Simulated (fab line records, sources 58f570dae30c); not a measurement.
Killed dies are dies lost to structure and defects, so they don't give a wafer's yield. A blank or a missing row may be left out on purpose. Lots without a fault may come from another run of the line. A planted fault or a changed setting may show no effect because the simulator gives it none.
Which tool did it? | flow berkeley_cmos170 | 7 lots, 21 wafers sampled, at 3 steps of a route of 331

WHAT THE GAUGES READ, wafer by wafer
UCB170_SPACER_THK_MEAS_01.
lot  | measured     | on            | SPACER_TEOS_THK (nm)
L380 | day 6 07:28  | film_metro-04 | 741 752 759 742 752 758
L383 | day 6 20:04  | film_metro-03 | 761 756 764 760 756 764
L387 | day 7 14:53  | film_metro-02 | 747 741 756 747 742 755
L393 | day 9 09:58  | film_metro-02 | 370 369 379
L394 | day 9 10:43  | film_metro-02 | 368 372 376
L397 | day 9 22:49  | film_metro-02 | 372 384 377
L399 | day 10 09:58 | film_metro-03 | 367 373 379

WHICH TOOL RAN EACH LOT (tool, then ch and the chambers of the sampled wafers, then the start)
lot  | UCB170_PLDD_STRIP_10                 | UCB170_SPACER_CVD_00
L380 | plasma_asher-03 ch 0,1, day 6 05:01  | pecvd-04 ch 0,1,2, day 6 07:12
L383 | plasma_asher-03 ch 0,1, day 6 17:13  | pecvd-03 ch 0,1,2, day 6 19:46
L387 | plasma_asher-03 ch 0,1, day 7 09:53  | pecvd-01 ch 1,2, day 7 14:32
L393 | plasma_asher-04 ch 0,1, day 9 07:32  | pecvd-03 ch 0,1,2, day 9 09:55
L394 | plasma_asher-03 ch 0,1, day 9 08:08  | pecvd-04 ch 1,2, day 9 10:40
L397 | plasma_asher-01 ch 0,1, day 9 20:44  | pecvd-03 ch 0,2, day 9 22:46
L399 | plasma_asher-01 ch 0,1, day 10 07:38 | pecvd-04 ch 0,2, day 10 09:55
- UCB170_PLDD_STRIP_10: strips in O2.
- UCB170_SPACER_CVD_00: deposits SiO2 from TEOS/O2, target thk 376 nm, time 47 s.

THE ANSWER, worked out from the rows above alone
Rule: what is usual is taken from the lots themselves. Put in order of their means at a reading, lots are off if they are a third of the lots or fewer, leave a main group of 4 or more, and stand apart from it by a gap of 3 or more times the standard deviation of the main group's means; of several such gaps the widest counts. A main group whose means are all the same, to the digits that the tables above print for the reading, isn't used. A lot without any number at a reading at which 4 lots or more have one is off too. The other lots that the step has rows for count as sound.
No lot is off at any reading shown: from this, nothing can be told.

WHAT THE SIMULATOR HAD PUT IN
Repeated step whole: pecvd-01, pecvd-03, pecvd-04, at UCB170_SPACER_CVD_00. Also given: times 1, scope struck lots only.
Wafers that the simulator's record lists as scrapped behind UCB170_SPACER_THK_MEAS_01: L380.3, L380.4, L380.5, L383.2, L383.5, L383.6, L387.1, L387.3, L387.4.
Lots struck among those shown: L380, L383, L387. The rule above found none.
